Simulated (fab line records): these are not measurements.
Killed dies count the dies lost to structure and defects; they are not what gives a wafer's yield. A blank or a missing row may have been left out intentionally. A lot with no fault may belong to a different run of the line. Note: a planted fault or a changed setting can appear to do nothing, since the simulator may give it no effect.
8D (eight disciplines) problem report, filled in by code | flow berkeley-cmos170 | the parts of the form that need people (team, actions taken, sign-off) are left out

## 1. WHAT WENT WRONG
exposure-dose-mJ-cm2 at UCB170_PFIELD_EXPOSE_03 reads a mean of 35.23 on 12 wafers of 4 lots; wafers without a fault read 30.00 with a standard deviation of 0.03. So: +99 or more standard deviations from the usual mean.
The step: exposes mask PFIELD, target cd 1500 nm.
Earliest sighting: wafer L441.2 on krf-scanner-01 at day 7 09:34. Wafers with a number at this step in the record: 48, from 16 lots. Rule for "out", or "out of limits": more than 4 standard deviations from the usual mean. Any other wafer with a number is counted as sound.

## 2. WHAT THIS IS AND IS NOT
question                    | is                     | is not
which readings at this step | exposure-dose-mJ-cm2   | -
which lots                  | L441, L443, L444, L447 | L427, L428, L429, L430, L432, L434, L435, L436, L437, L438, L445, L448
which wafers of those lots  | all that have a number | -
read on which tools         | krf-scanner-01         | krf-scanner-02
when                        | from day 7 09:34       | up to then (30 sound wafers); but 6 sound wafers of L445, L448 came after

## 3. THE SUSPECTS, EACH WITH WHAT RULES IT OUT
Counting: a tool at a process step up to the reading stays a suspect if it ran every lot that is out and no sound lot after the first of them.
- krf-scanner-01 at UCB170_PFIELD_EXPOSE_03 (exposes mask PFIELD, target cd 1500 nm): kept. It ran every lot that is out, first L441 (day 7 09:34), and no sound lot after that; its last sound lot up to then is L438 (day 6 16:26). On those wafers its own readings are out: exposure-dose-mJ-cm2.
The count leaves krf-scanner-01 at UCB170_PFIELD_EXPOSE_03.

## 4. THE CAUSE (what the simulator had put in)
Drift in process parameters on krf-scanner-01 at UCB170_PFIELD_EXPOSE_03, starting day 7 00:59. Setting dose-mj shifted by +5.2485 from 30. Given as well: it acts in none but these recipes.
This tool alone remained once counting was done.

## 5. SEQUENCE OF EFFECTS, ordered by route
Each row: a reading where the mean over the struck wafers with a number is more than 3 standard deviations away from the usual. Readings are gone through only where the record gives a usual standard deviation; hours: the median, over the lots, of the time from a lot's start at the first step in this table giving one to that lot's start at this step; sigmas: the change measured in usual standard deviations.
hours | step                    | reading              | usual | on struck wafers | change | sigmas
0     | UCB170_PFIELD_EXPOSE_03 | exposure-dose-mJ-cm2 | 30.00 | 35.23            | +5.23  | +99 or more
It contains these process steps:
- UCB170_PFIELD_EXPOSE_03: exposes mask PFIELD, target cd 1500 nm.
Later steps that measure or inspect, where all struck wafers having a row at the step show a number for every such reading and not one has moved that far: UCB170_PFIELD_OVL_MEAS_06.

## 6. HOW IT WOULD HAVE BEEN CAUGHT EARLIER
In this record the first reading out of limits was taken at day 7 09:34, 9 hours after the fault began at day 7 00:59.
